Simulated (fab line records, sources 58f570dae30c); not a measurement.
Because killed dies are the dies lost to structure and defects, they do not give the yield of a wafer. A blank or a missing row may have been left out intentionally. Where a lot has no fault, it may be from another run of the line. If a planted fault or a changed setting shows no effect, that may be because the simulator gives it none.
Struck lot and sound lot, side by side + flow berkeley_cmos170 + 18 out of 331 route steps
Sound: wafers L604.3, L604.5, L604.6. Struck: wafers L603.4, L603.5, L603.6. At the end, the cause is stated.
Order at every step that has rows: each side's tool, ch and its chambers, its first start. Under that, the readings that differ: sound wafers + struck wafers + difference of the means + sigmas: that difference in standard deviations of wafers without a fault.
alike: readings with means less than 2 such deviations apart, plus words and numbers identical on both sides. not compared: withheld readings, readings lacking a value on some wafer, bounds such as >300 that could conceal the same value, and numbers that have no deviation in the record and whose values overlap.
A row with sigmas, a row that says differs or no value, or rows on one side alone: a step with any of these is where the two part. Numbers that have no deviation but don't overlap get no sigmas and don't part them. A reading missing from all wafers of one side parts the sides only when that side holds two or more wafers.

first, 4 steps without rows for these wafers: UCB170_NWELL_WET_ETCH_19 (etches SiO2 in BOE, time 22 s); UCB170_PWELL_CLEAN_00 (cleans in SPM, time 600 s); UCB170_PWELL_CLEAN_01 (cleans in dHF, time 60 s); UCB170_PWELL_OXIDATION_02 (target thk 26.4 nm, ox time 1260 s).
UCB170_PWELL_THK_MEAS_03:
  sound on film_metro-02 at day 6 16:48; struck on film_metro-04 at day 6 16:49
  alike: PWELL_OXIDE_THK
then, 2 steps without rows for these wafers: UCB170_PWELL_ANNEAL_04 (time 900 s); UCB170_PWELL_CVD_05 (deposits Si3N4 from SiH2Cl2/NH3, target thk 220 nm, time 3300 s).
UCB170_PWELL_THK_MEAS_06:
  sound on film_metro-04 at day 7 00:58; struck on film_metro-02 at day 7 00:59
  alike: PWELL_NITRIDE_THK
then, 4 steps without rows for these wafers: UCB170_PWELL_HMDS_07 (prime time 60 s); UCB170_PWELL_COAT_08 (resist thk 900 nm); UCB170_PWELL_SOFTBAKE_09 (time 60 s); UCB170_PWELL_EXPOSE_10 (exposes mask PWELL, target cd 3000 nm).
UCB170_PWELL_PEB_11:
  sound on litho_track-03 ch 0, day 7 02:14; struck on litho_track-02 ch 0, day 7 02:47
| reading                  | sound             | struck            | difference | sigmas      |
|--------------------------|-------------------|-------------------|------------|-------------|
| heater_power_total_W (W) | 56.82 56.77 56.71 | 70.06 70.10 70.13 | +13.33     | +99 or more |
  alike: resist_line_temp_C
then, 1 step without rows for these wafers: UCB170_PWELL_DEVELOP_12 (develop time 45 s).
UCB170_PWELL_OVL_MEAS_13:
  sound on overlay-02 at day 7 02:28; struck on overlay-02 at day 7 03:01
  alike: PWELL_OVL
UCB170_PWELL_ETCH_14: etches Si3N4 in CH3F/Ar/O2, stops on SiO2, target depth 242 nm, time 151 s.
  sound on rie_diel-01 ch 1,2,3, day 7 02:29; struck on rie_diel-01 ch 0,1, day 7 03:02
| reading                | sound          | struck         | difference | sigmas |
|------------------------|----------------|----------------|------------|--------|
| model.PWELL.cd_nm (nm) | 3001 3001 3003 | 2940 2941 2940 | -61        |        |
  alike: drypump_motor_current_A, oes_product_au, rf_fwd_power_W, throttle_valve_pct
  not compared: rf_hours_counter_h
then, 2 steps without rows for these wafers: UCB170_PWELL_IMPLANT_15; UCB170_M3_PROBE_99.

WHERE THEY PART
UCB170_PWELL_PEB_11 only, going by this record. Later steps at which nothing parts them and some readings are alike: UCB170_PWELL_OVL_MEAS_13, UCB170_PWELL_ETCH_14.

WHY: what had been put in by the simulator
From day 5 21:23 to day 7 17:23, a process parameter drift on litho_track-02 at UCB170_PWELL_PEB_11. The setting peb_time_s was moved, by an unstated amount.
